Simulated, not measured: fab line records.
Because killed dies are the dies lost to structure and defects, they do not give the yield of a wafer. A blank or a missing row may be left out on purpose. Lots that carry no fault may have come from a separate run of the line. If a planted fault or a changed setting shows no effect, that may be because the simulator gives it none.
Chamber matching / flow berkeleyCmos170 / UCB170_GATE_ETCH_15 on rieSi-01 has 3 sister chambers
The step etches poly-Si in HBr/Cl2, stops on SiO2, time 56.3 s, target depth 278.2 nm. 6 wafers are shown with their chamber, then 7 later ones without.

== WAFERS WITH THEIR CHAMBER ==
wafer=L294.5; chamber=1; drypumpMotorCurrentA (A)=6.7; throttleValvePct (%)=26.51
wafer=L294.6; chamber=0; drypumpMotorCurrentA (A)=5.1; throttleValvePct (%)=26.63
wafer=L296.4; chamber=1; drypumpMotorCurrentA (A)=6.6; throttleValvePct (%)=26.53
wafer=L297.3; chamber=0; drypumpMotorCurrentA (A)=5.1; throttleValvePct (%)=26.63
wafer=L297.5; chamber=2; drypumpMotorCurrentA (A)=6.6; throttleValvePct (%)=26.72
wafer=L299.3; chamber=2; drypumpMotorCurrentA (A)=6.7; throttleValvePct (%)=26.72

== WAFERS MISSING THEIR CHAMBER ==
wafer=L299.5; drypumpMotorCurrentA (A)=6.6; throttleValvePct (%)=26.54
wafer=L299.6; drypumpMotorCurrentA (A)=6.7; throttleValvePct (%)=26.72
wafer=L303.3; drypumpMotorCurrentA (A)=5.1; throttleValvePct (%)=26.63
wafer=L303.4; drypumpMotorCurrentA (A)=6.6; throttleValvePct (%)=26.53
wafer=L308.2; drypumpMotorCurrentA (A)=5.1; throttleValvePct (%)=26.63
wafer=L308.5; drypumpMotorCurrentA (A)=6.6; throttleValvePct (%)=26.53
wafer=L308.6; drypumpMotorCurrentA (A)=5.1; throttleValvePct (%)=26.64

== EACH ONE'S CHAMBER ==
wafer=L299.5; from the rows above=1; in truth=1
wafer=L299.6; from the rows above=2; in truth=2
wafer=L303.3; from the rows above=0; in truth=0
wafer=L303.4; from the rows above=1; in truth=1
wafer=L308.2; from the rows above=0; in truth=0
wafer=L308.5; from the rows above=1; in truth=1
wafer=L308.6; from the rows above=0; in truth=0
7 of 7 placed correctly. Not placeable from these rows: 0. Placed wrongly: 0.
How it was worked out, from the rows above alone: a wafer's distance from a chamber is the root of the sum, over the readings, of the square of ((its reading less the chamber's mean) divided by the reading's scatter). If the next closest chamber is less than 2 further off than the closest, the wafer can't be placed; otherwise it belongs to the closest. The mean given for a chamber averages the wafers shown for that chamber. The scatter is the square root of a quotient: the sum, over the shown wafers, of each reading's squared deviation from its chamber's mean, divided by wafers minus chambers.
